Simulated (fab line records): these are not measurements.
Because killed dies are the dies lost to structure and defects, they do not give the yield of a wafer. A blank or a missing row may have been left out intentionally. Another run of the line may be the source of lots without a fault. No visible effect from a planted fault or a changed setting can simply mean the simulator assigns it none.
One fault seen from 2 desks | flow berkeley cmos170 | each desk has only its own numbers; what lay behind them comes last

## AT THE TOOL OWNER'S DESK: pvd sputter-04
The tool's own readings at UCB170_M2_SPUTTER_01 (material Al, target thk 900 nm, time 120 s): means of the sampled wafers that have a number, for each lot that ran on this tool. The brackets show how far a lot's mean lies from the usual mean; more than 4 standard deviations puts the lot out of limits, marked OUT.
Columns: A = chamber pressure pa at UCB170_M2_SPUTTER_01, usual 0.5001 Pa; B = throttle valve pct at UCB170_M2_SPUTTER_01, usual 30.2 %
lot  | first seen here | A                 | B
L597 | day 8 21:52     | 0.4997            | 29.7
L602 | day 9 20:07     | 0.5004            | 30.1
L604 | day 10 13:07    | 0.4994            | 30.1
L606 | day 10 14:58    | 0.5000            | 29.2
L610 | day 11 00:24    | 0.5002            | 30.0
L612 | day 12 01:05    | 0.4997            | 30.9
L615 | day 12 20:42    | 0.5046 (+4.1) OUT | 30.2
L617 | day 13 13:02    | 0.5055 (+4.9) OUT | 29.5
This desk finds L615, L617 out of limits, L615 being first, at day 12 20:42 (chamber pressure pa at UCB170_M2_SPUTTER_01). In limits: L597, L602, L604, L606, L610, L612.

## METROLOGY DESK
What the gauges read for every lot (on any tool): the sampled wafers with a number, averaged. The brackets show how far a lot's mean lies from the usual mean; more than 4 standard deviations puts the lot out of limits, marked OUT.
Columns: A = cd nm at UCB170_V1_CD_MEAS_12, usual 699.4 nm
lot  | first seen here | A
L597 | day 8 21:15     | 702.0
L599 | day 8 21:31     | 700.5
L600 | day 9 11:46     | 699.6
L602 | day 9 19:33     | 701.0
L601 | day 9 20:37     | 700.5
L603 | day 9 22:42     | 698.9
L604 | day 10 12:30    | 697.5
L606 | day 10 14:19    | 699.2
L610 | day 10 23:47    | 698.4
L607 | day 10 23:51    | 699.3
L612 | day 12 00:32    | 698.1
L615 | day 12 20:05    | 700.5
L618 | day 13 08:02    | 699.7
L617 | day 13 12:25    | 700.6
This desk's finding: nothing out of limits on any of the 14 lots.

## BROUGHT TOGETHER
An alarm could have come from the tool owner's desk at day 12 20:42, on L615, L617.
At the metrology desk, nothing out of limits was observed.
The metrology desk has L615, L617 on record, within its limits.
On pvd sputter-04, each named lot ran UCB170_M2_SPUTTER_01.

## WHAT THE SIMULATOR PUT IN
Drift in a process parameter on pvd sputter-04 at UCB170_M2_SPUTTER_01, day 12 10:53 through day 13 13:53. The setting chamber pressure pa was moved by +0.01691, starting from 0.5. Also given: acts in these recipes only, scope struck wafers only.
Struck lots among those shown: L615, L617.
Hours from the fault's start to each desk's first reading out of limits: the tool owner's desk, 10.
